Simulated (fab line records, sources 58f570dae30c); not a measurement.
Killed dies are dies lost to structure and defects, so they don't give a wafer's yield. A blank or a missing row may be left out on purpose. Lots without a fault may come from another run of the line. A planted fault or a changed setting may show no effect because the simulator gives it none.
Which tool did it? | flow berkeley_cmos170 | 7 lots, 21 wafers sampled, at 2 steps of a route of 331

WHAT THE GAUGES READ, wafer by wafer
UCB170_V2_THK_MEAS_01.
lot  | measured     | on            | V2_TEOS_THK (nm)
L121 | day 8 09:17  | film_metro-03 | 2003 1992 1998
L124 | day 8 12:08  | film_metro-01 | 1990 1989 2030
L127 | day 9 17:59  | film_metro-01 | 1987 1995 2020
L133 | day 10 14:46 | film_metro-04 | 1971 2900 1982
L134 | day 11 15:56 | film_metro-04 | 1983 2003 2020
L141 | day 12 05:20 | film_metro-03 | 2023 2052 2037
L143 | day 12 22:38 | film_metro-03 | 1982 1993 2019

WHICH TOOL RAN EACH LOT (tool, then ch and the chambers of the sampled wafers, then the start)
lot  | UCB170_V2_CVD_00
L121 | pecvd-02 ch 0,2, day 8 09:07
L124 | pecvd-02 ch 0,1,2, day 8 11:58
L127 | pecvd-01 ch 0,2, day 9 17:50
L133 | pecvd-02 ch 0,1,2, day 10 14:37
L134 | pecvd-03 ch 0,2, day 11 15:46
L141 | pecvd-03 ch 0,1,2, day 12 05:14
L143 | pecvd-01 ch 1,2, day 12 22:29
- UCB170_V2_CVD_00: deposits SiO2 from TEOS/O2, target thk 2000 nm, time 250 s.

THE ANSWER, worked out from the rows above alone
Rule: what is usual is taken from the lots themselves. Put in order of their means at a reading, lots are off if they are a third of the lots or fewer, leave a main group of 4 or more, and stand apart from it by a gap of 3 or more times the standard deviation of the main group's means; of several such gaps the widest counts. A main group whose means are all the same, to the digits that the tables above print for the reading, isn't used. A lot without any number at a reading at which 4 lots or more have one is off too. The other lots that the step has rows for count as sound.
Off: L133, at UCB170_V2_THK_MEAS_01 (V2_TEOS_THK). The main group: mean 2006 nm, standard deviation 14.
A tool fits if, at a process step before that reading, it ran every lot that is off, and no sound lot after the first of them. The gauges at UCB170_V2_THK_MEAS_01 are tried like those tools. One fits: pecvd-02 at UCB170_V2_CVD_00. Its last sound lot is L124 (day 8 11:58), its first lot that is off L133 (day 10 14:37): a fault that began between those two fits.

WHAT THE SIMULATOR HAD PUT IN
Process parameter drift: pecvd-02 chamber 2, from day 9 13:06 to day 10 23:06, at UCB170_V2_CVD_00. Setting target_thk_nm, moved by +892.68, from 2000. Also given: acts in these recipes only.
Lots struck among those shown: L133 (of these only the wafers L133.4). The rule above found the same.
